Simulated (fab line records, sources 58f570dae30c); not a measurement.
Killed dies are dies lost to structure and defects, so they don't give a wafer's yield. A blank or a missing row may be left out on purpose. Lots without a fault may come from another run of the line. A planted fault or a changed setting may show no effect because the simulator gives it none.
Which tool did it? | flow berkeley_cmos170 | 14 lots, 42 wafers sampled, at 6 steps of a route of 331

WHAT THE GAUGES READ, wafer by wafer
UCB170_PVT_OVL_MEAS_06. Usual: PVT_OVL 1 nm, standard deviation 6.3.
lot  | measured     | on         | PVT_OVL (nm) | flag
L122 | day 7 12:29  | overlay-01 | 7 2 -1       |
L124 | day 7 21:43  | overlay-02 | -7 -12 -6    |
L123 | day 7 22:24  | overlay-02 | -1 5 1       |
L125 | day 8 09:08  | overlay-02 | -4 -1 11     |
L127 | day 8 09:15  | overlay-01 | -3 -11 4     |
L131 | day 8 19:05  | overlay-02 | -1 -1 -2     |
L130 | day 8 19:52  | overlay-02 | -7 -2 1      |
L134 | day 9 12:31  | overlay-02 | -1 6 0       |
L139 | day 10 03:19 | overlay-02 | -7 -5 -4     |
L137 | day 10 04:13 | overlay-02 | 7 19 10      |
L141 | day 10 11:52 | overlay-02 | 5 2 8        |
L142 | day 11 04:30 | overlay-01 | 10 2 8       |
L143 | day 11 04:48 | overlay-02 | 6 5 0        |
L145 | day 11 14:48 | overlay-01 | -4 2 1       |

UCB170_PVT_TW_MEAS_09. Usual: PVT_TW 510, standard deviation 7.3.
lot  | measured     | on            | PVT_TW      | flag
L122 | day 7 12:46  | film_metro-04 | 516 516 512 |
L124 | day 7 22:00  | film_metro-04 | 515 516 513 |
L123 | day 7 22:41  | film_metro-02 | 501 498 499 |
L125 | day 8 09:26  | film_metro-04 | 511 516 517 |
L127 | day 8 09:34  | film_metro-04 | 516 519 516 |
L131 | day 8 19:23  | film_metro-04 | 518 516 512 |
L130 | day 8 20:09  | film_metro-01 | 513 510 512 |
L134 | day 9 12:49  | film_metro-04 | 516 519 520 |
L139 | day 10 03:35 | film_metro-02 | 498 499 500 |
L137 | day 10 04:31 | film_metro-02 | 499 498 498 |
L141 | day 10 12:10 | film_metro-02 | 500 502 502 |
L142 | day 11 04:47 | film_metro-01 | 511 515 511 |
L143 | day 11 05:05 | film_metro-04 | 516 514 513 |
L145 | day 11 15:05 | film_metro-04 | 516 514 515 |

UCB170_M1_CD_MEAS_09: target cd 700 nm. Usual: cd_nm 700.2 nm, standard deviation 1.3.
lot  | measured     | on        | cd_nm (nm)        | flag
L122 | day 9 03:36  | cd_sem-02 | 700.8 700.3 700.0 |
L124 | day 9 14:41  | cd_sem-02 | 699.8 700.1 699.7 |
L123 | day 9 13:32  | cd_sem-02 | 701.8 700.9 701.8 |
L125 | day 10 04:32 | cd_sem-02 | 699.1 699.7 698.9 |
L127 | day 10 04:35 | cd_sem-01 | 699.5 699.4 700.1 |
L131 | day 10 18:55 | cd_sem-01 | 699.2 698.7 698.0 |
L130 | day 10 20:55 | cd_sem-01 | 700.3 700.6 700.2 |
L134 | day 11 15:35 | cd_sem-02 | 701.9 702.3 703.0 |
L139 | day 12 00:50 | cd_sem-01 | 699.3 700.7 698.6 |
L137 | day 11 23:01 | cd_sem-01 | 699.2 699.1 699.5 |
L141 | day 12 11:58 | cd_sem-02 | 698.7 699.6 699.0 |
L142 | day 13 00:49 | cd_sem-01 | 697.8 699.2 697.9 |
L143 | day 12 23:02 | cd_sem-01 | 697.2 700.0 698.2 |
L145 | day 13 07:46 | cd_sem-01 | 702.3 702.4 701.7 |

UCB170_V1_CD_MEAS_90: target cd 700 nm. Usual: cd_nm 699.3 nm, standard deviation 1.6.
lot  | measured     | on        | cd_nm (nm)        | flag
L122 | day 9 08:23  | cd_sem-02 | 698.3 699.2 700.2 |
L124 | day 9 20:05  | cd_sem-02 | 701.1 700.3 701.9 |
L123 | day 9 18:19  | cd_sem-02 | 696.6 697.5 695.4 |
L125 | day 10 10:37 | cd_sem-02 | 699.7 698.8 699.2 |
L127 | day 10 10:40 | cd_sem-01 | 695.7 698.7 693.6 |
L131 | day 10 23:31 | cd_sem-01 | 700.0 700.8 699.8 |
L130 | day 11 01:41 | cd_sem-01 | 698.5 701.2 697.0 |
L134 | day 11 22:58 | cd_sem-02 | 699.5 699.6 695.5 |
L139 | day 12 06:20 | cd_sem-01 | 705.3 699.6 699.2 |
L137 | day 12 03:02 | cd_sem-01 | 699.7 704.4 698.7 |
L141 | day 12 17:10 | cd_sem-02 | 697.3 697.1 698.1 |
L142 | day 13 04:59 | cd_sem-02 | 699.8 697.6 700.0 |
L143 | day 13 04:08 | cd_sem-01 | 699.7 700.6 700.8 |
L145 | day 13 12:16 | cd_sem-01 | 699.6 701.6 700.0 |

WHICH TOOL RAN EACH LOT (tool, then ch and the chambers of the sampled wafers, then the start)
lot  | UCB170_V1_ETCH_14                  | UCB170_V1_STRIP_15
L122 | rie_diel-01 ch 0,1,2, day 9 08:04  | plasma_asher-01 ch 0,1, day 9 08:14
L124 | rie_diel-01 ch 0,3, day 9 19:31    | plasma_asher-02 ch 1, day 9 19:41
L123 | rie_diel-04 ch 0,2,3, day 9 17:56  | plasma_asher-04 ch 0,1, day 9 18:07
L125 | rie_diel-01 ch 1,2, day 10 10:18   | plasma_asher-02 ch 0,1, day 10 10:31
L127 | rie_diel-04 ch 0,3, day 10 10:23   | plasma_asher-04 ch 0,1, day 10 10:34
L131 | rie_diel-01 ch 1,2,3, day 10 23:14 | plasma_asher-04 ch 0,1, day 10 23:25
L130 | rie_diel-02 ch 1,2,3, day 11 01:24 | plasma_asher-01 ch 0,1, day 11 01:35
L134 | rie_diel-04 ch 0,1, day 11 22:38   | plasma_asher-01 ch 0,1, day 11 22:50
L139 | rie_diel-04 ch 1,2,3, day 12 06:04 | plasma_asher-01 ch 0,1, day 12 06:14
L137 | rie_diel-04 ch 1,3, day 12 02:44   | plasma_asher-02 ch 0,1, day 12 02:55
L141 | rie_diel-01 ch 1,2, day 12 16:49   | plasma_asher-04 ch 0,1, day 12 17:00
L142 | rie_diel-01 ch 1,3, day 13 04:41   | plasma_asher-01 ch 0,1, day 13 04:52
L143 | rie_diel-02 ch 0,1,3, day 13 03:52 | plasma_asher-02 ch 0,1, day 13 04:02
L145 | rie_diel-02 ch 1,2, day 13 11:57   | plasma_asher-04 ch 0,1, day 13 12:10
- UCB170_V1_ETCH_14: etches SiO2 in CHF3/CF4/Ar, stops on Al, target depth 1250 nm, time 291 s.
- UCB170_V1_STRIP_15: strips in O2.

WHAT THE TOOLS THEMSELVES READ (means of the sampled wafers that have a number; where no wafer has one, the mark that the record gives instead)
UCB170_V1_ETCH_14. Usual: drypump_motor_current_A 5.8 A, standard deviation 0.55; mfc_ar_sccm 150.0 sccm, standard deviation 0.44; oes_product_au 0.876 a.u., standard deviation 0.015; throttle_valve_pct 6.95 %, standard deviation 0.1.
lot  | tool        | drypump_motor_current_A (A) | mfc_ar_sccm (sccm) | oes_product_au (a.u.) | throttle_valve_pct (%) | flag
L122 | rie_diel-01 | 6.1                         | 150.3              | 0.875                 | 7.02                   |
L124 | rie_diel-01 | 5.9                         | 149.7              | 0.875                 | 7.05                   |
L123 | rie_diel-04 | 5.8                         | 150.3              | 0.870                 | 6.91                   |
L125 | rie_diel-01 | 6.3                         | 149.9              | 0.878                 | 6.97                   |
L127 | rie_diel-04 | 6.0                         | 149.8              | 0.868                 | 6.91                   |
L131 | rie_diel-01 | 6.1                         | 149.6              | 0.872                 | 6.91                   |
L130 | rie_diel-02 | 6.1                         | 149.9              | 0.886                 | 6.95                   |
L134 | rie_diel-04 | 5.3                         | 150.2              | 0.885                 | 6.89                   |
L139 | rie_diel-04 | 5.3                         | 150.2              | 0.884                 | 6.94                   |
L137 | rie_diel-04 | 5.0                         | 149.9              | 0.888                 | 6.99                   |
L141 | rie_diel-01 | 6.2                         | 149.3              | 0.869                 | 6.93                   |
L142 | rie_diel-01 | 5.9                         | 150.3              | 0.864                 | 6.87                   |
L143 | rie_diel-02 | 5.7                         | 150.0              | 0.877                 | 6.94                   |
L145 | rie_diel-02 | 6.5                         | 149.7              | 0.892                 | 6.91                   |

UCB170_V1_STRIP_15. Usual: drypump_motor_current_A 5.4 A, standard deviation 0.46; oes_product_au 0.722 a.u., standard deviation 0.0042; strip_time_to_endpoint_s 15.33 s, standard deviation 0.1.
lot  | tool            | drypump_motor_current_A (A) | oes_product_au (a.u.) | strip_time_to_endpoint_s (s) | flag
L122 | plasma_asher-01 | 5.1                         | 0.723                 | 15.46                        |
L124 | plasma_asher-02 | 5.7                         | 0.722                 | 15.47                        |
L123 | plasma_asher-04 | 5.6                         | 0.719                 | 15.37                        |
L125 | plasma_asher-02 | 5.4                         | 0.723                 | 15.36                        |
L127 | plasma_asher-04 | 5.6                         | 0.722                 | 15.40                        |
L131 | plasma_asher-04 | 5.9                         | 0.720                 | 15.36                        |
L130 | plasma_asher-01 | 5.1                         | 0.721                 | 15.42                        |
L134 | plasma_asher-01 | 5.2                         | 0.721                 | 15.24                        |
L139 | plasma_asher-01 | 5.1                         | 0.721                 | 14.49                        | OFF
L137 | plasma_asher-02 | 5.4                         | 0.720                 | 14.42                        | OFF
L141 | plasma_asher-04 | 5.6                         | 0.718                 | 15.20                        |
L142 | plasma_asher-01 | 5.1                         | 0.725                 | 15.42                        |
L143 | plasma_asher-02 | 5.4                         | 0.721                 | 15.42                        |
L145 | plasma_asher-04 | 5.6                         | 0.723                 | 15.23                        |

THE ANSWER, worked out from the rows above alone
Rule: a lot is off if the mean of its wafers that have a number lies more than 3 standard deviations from the usual mean. A lot without any number at a reading at which 4 lots or more have one is off too. The other lots that the step has rows for count as sound. The gauges are gone through in route order, then the tools' own readings, and for those a lot's mean is taken as printed above. The first step at which some lot is off is used, and at that step the reading that is off furthest; a lot without a number counts as furthest.
Off: L139, L137, at UCB170_V1_STRIP_15 (strip_time_to_endpoint_s).
A tool fits if, at that step or a process step before it, it ran every lot that is off, and no sound lot after the first of them. One fits: rie_diel-04 at UCB170_V1_ETCH_14. Its last sound lot is L134 (day 11 22:38), its first lot that is off L137 (day 12 02:44): a fault that began between those two fits.

WHAT THE SIMULATOR HAD PUT IN
Process parameter drift: rie_diel-04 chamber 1, from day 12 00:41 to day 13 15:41, at UCB170_V1_ETCH_14. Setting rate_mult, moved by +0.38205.
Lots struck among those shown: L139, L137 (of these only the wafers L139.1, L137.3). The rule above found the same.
